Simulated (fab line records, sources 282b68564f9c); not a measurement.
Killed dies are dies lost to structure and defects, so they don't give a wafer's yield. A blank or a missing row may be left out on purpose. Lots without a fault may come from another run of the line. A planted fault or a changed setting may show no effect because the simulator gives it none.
One fault seen from 2 desks | flow rit_cmos | each desk has only its own numbers; what lay behind them comes last

THE TOOL OWNER'S DESK: litho_track-03
The tool's own readings at RIT_NRETRO_DEVELOP_05 (develop time 68 s): means of the sampled wafers that have a number, for each lot that ran on this tool. A lot is out of limits, marked OUT, if its mean lies more than 4 standard deviations from the usual mean; the brackets give that distance.
Columns: A = exhaust_pa at RIT_NRETRO_DEVELOP_05, usual 45.0 Pa
lot  | first seen here | A
L675 | day 3 22:00     | 44.6
L676 | day 4 05:00     | 45.2
L679 | day 4 18:00     | 45.3
L680 | day 5 03:00     | 45.0
L681 | day 5 06:00     | 44.6
This desk's finding: nothing out of limits on any of the 5 lots.

THE METROLOGY DESK
What the gauges read, lot by lot, whatever tool the lot ran on: means of the sampled wafers that have a number. A lot is out of limits, marked OUT, if its mean lies more than 4 standard deviations from the usual mean; the brackets give that distance.
Columns: A = cd_nm at RIT_ACTIVE_CD_MEAS_90, usual 1399.7 nm; B = NRETRO_TW at RIT_NRETRO_TW_MEAS_10, usual 1060; C = cd_nm at RIT_GATE_CD_MEAS_90, usual 150 nm; D = M1_OVL at RIT_M1_OVL_MEAS_10, usual -0.8 nm
lot  | first seen here | A      | B                     | C   | D
L668 | day 1 21:16     | 1399.5 | 1052                  | 150 | -3.2
L669 | day 2 01:05     | 1404.4 | 1057                  | 153 | 0.3
L671 | day 2 11:50     | 1394.9 | 1055                  | 155 | -0.4
L672 | day 2 16:10     | 1400.8 | 1065                  | 149 | -1.4
L673 | day 2 23:49     | 1399.1 | 1066                  | 151 | 0.8
L674 | day 3 04:08     | 1400.5 | 1059                  | 151 | -1.3
L675 | day 3 09:04     | 1401.0 | 1056                  | 156 | -3.6
L676 | day 3 13:35     | 1399.9 | 1064                  | 152 | -1.3
L679 | day 4 04:53     | 1398.9 | 1056                  | 147 | -0.3
L680 | day 4 08:22     | 1401.7 | 233 (-99 or more) OUT | -   | -
L681 | day 4 14:43     | 1399.9 | 227 (-99 or more) OUT | -   | -
L687 | day 5 20:14     | 1400.6 | 1063                  | 155 | 0.8
L689 | day 6 05:14     | 1400.1 | 1057                  | 151 | -0.9
L690 | day 6 10:35     | 1397.4 | 1061                  | 148 | 0.4
This desk's finding: out of limits on L680, L681; first on L680, day 5 04:26 (NRETRO_TW at RIT_NRETRO_TW_MEAS_10). In limits: L668, L669, L671, L672, L673, L674, L675, L676, L679, L687, L689, L690.

PUT TOGETHER
The metrology desk could have raised an alarm at day 5 04:26, on L680, L681.
The tool owner's desk saw nothing out of limits.
The tool owner's desk has L680, L681 on record, within its limits.
Of the lots named, all ran RIT_NRETRO_DEVELOP_05 on litho_track-03.

WHAT THE SIMULATOR HAD PUT IN
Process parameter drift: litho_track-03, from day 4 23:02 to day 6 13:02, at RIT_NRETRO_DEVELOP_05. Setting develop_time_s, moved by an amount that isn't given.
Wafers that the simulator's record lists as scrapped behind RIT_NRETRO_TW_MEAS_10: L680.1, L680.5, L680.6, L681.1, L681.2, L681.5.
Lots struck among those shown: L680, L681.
Hours from the fault's start to each desk's first reading out of limits: the metrology desk, 5.
